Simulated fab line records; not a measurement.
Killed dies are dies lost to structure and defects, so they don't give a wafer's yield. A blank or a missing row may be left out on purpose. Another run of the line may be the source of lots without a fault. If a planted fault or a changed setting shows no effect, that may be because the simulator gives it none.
Which tool did it? || flow rit-cmos || Sampling: 7 lots, 21 wafers, 2 of 202 route steps

== WHAT THE GAUGES READ, wafer by wafer ==
RIT_ACTIVE_THK_MEAS_04.
{"lot": "L582", "measured": "day 1 19:20", "on": "film-metro-04", "ACTIVE_NITRIDE_THK (nm)": "148.4 147.8 148.1"}
{"lot": "L584", "measured": "day 2 05:15", "on": "film-metro-04", "ACTIVE_NITRIDE_THK (nm)": "148.5 149.6 148.1"}
{"lot": "L586", "measured": "day 2 15:32", "on": "film-metro-04", "ACTIVE_NITRIDE_THK (nm)": "148.6 148.5 148.7"}
{"lot": "L589", "measured": "day 3 07:16", "on": "film-metro-04", "ACTIVE_NITRIDE_THK (nm)": "147.0 148.6 148.2"}
{"lot": "L591", "measured": "day 3 15:40", "on": "film-metro-02", "ACTIVE_NITRIDE_THK (nm)": "149.3 149.1 150.2"}
{"lot": "L598", "measured": "day 5 02:32", "on": "film-metro-02", "ACTIVE_NITRIDE_THK (nm)": "151.1 149.9 151.0"}
{"lot": "L603", "measured": "day 6 04:14", "on": "film-metro-04", "ACTIVE_NITRIDE_THK (nm)": "151.2 150.5 151.7"}

== WHAT TOOL EACH LOT RAN ON (gives the tool, then ch and the chambers of the sampled wafers, and finally the start) ==
{"lot": "L582", "RIT_ACTIVE_CVD_03": "lpcvd-02 ch 1, day 1 17:13"}
{"lot": "L584", "RIT_ACTIVE_CVD_03": "lpcvd-02 ch 0, day 2 03:07"}
{"lot": "L586", "RIT_ACTIVE_CVD_03": "lpcvd-02 ch 0, day 2 14:06"}
{"lot": "L589", "RIT_ACTIVE_CVD_03": "lpcvd-01 ch 0, day 3 05:09"}
{"lot": "L591", "RIT_ACTIVE_CVD_03": "lpcvd-01 ch 0, day 3 14:14"}
{"lot": "L598", "RIT_ACTIVE_CVD_03": "lpcvd-01 ch 0, day 5 01:07"}
{"lot": "L603", "RIT_ACTIVE_CVD_03": "lpcvd-01 ch 1, day 6 02:07"}
- RIT_ACTIVE_CVD_03: deposits Si3N4 from SiH2Cl2/NH3, target thk 150 nm, time 1500 s.

== THE ANSWER, worked out from the rows above alone ==
Rule: usual is defined by the lots themselves. Put in order of their means at a reading, lots are off if they are a third of the lots or fewer, leave a main group of 4 or more, and stand apart from it by a gap of 3 or more times the standard deviation of the main group's means; of several such gaps the widest counts. Not used: any main group whose means are identical at the precision the tables above print for the reading. A lot without any number at a reading at which 4 lots or more have one is off too. All remaining lots with rows at the step are treated as sound.
None of the lots is off at any reading shown; this tells nothing.

== WHAT HAD BEEN PUT IN BY THE SIMULATOR ==
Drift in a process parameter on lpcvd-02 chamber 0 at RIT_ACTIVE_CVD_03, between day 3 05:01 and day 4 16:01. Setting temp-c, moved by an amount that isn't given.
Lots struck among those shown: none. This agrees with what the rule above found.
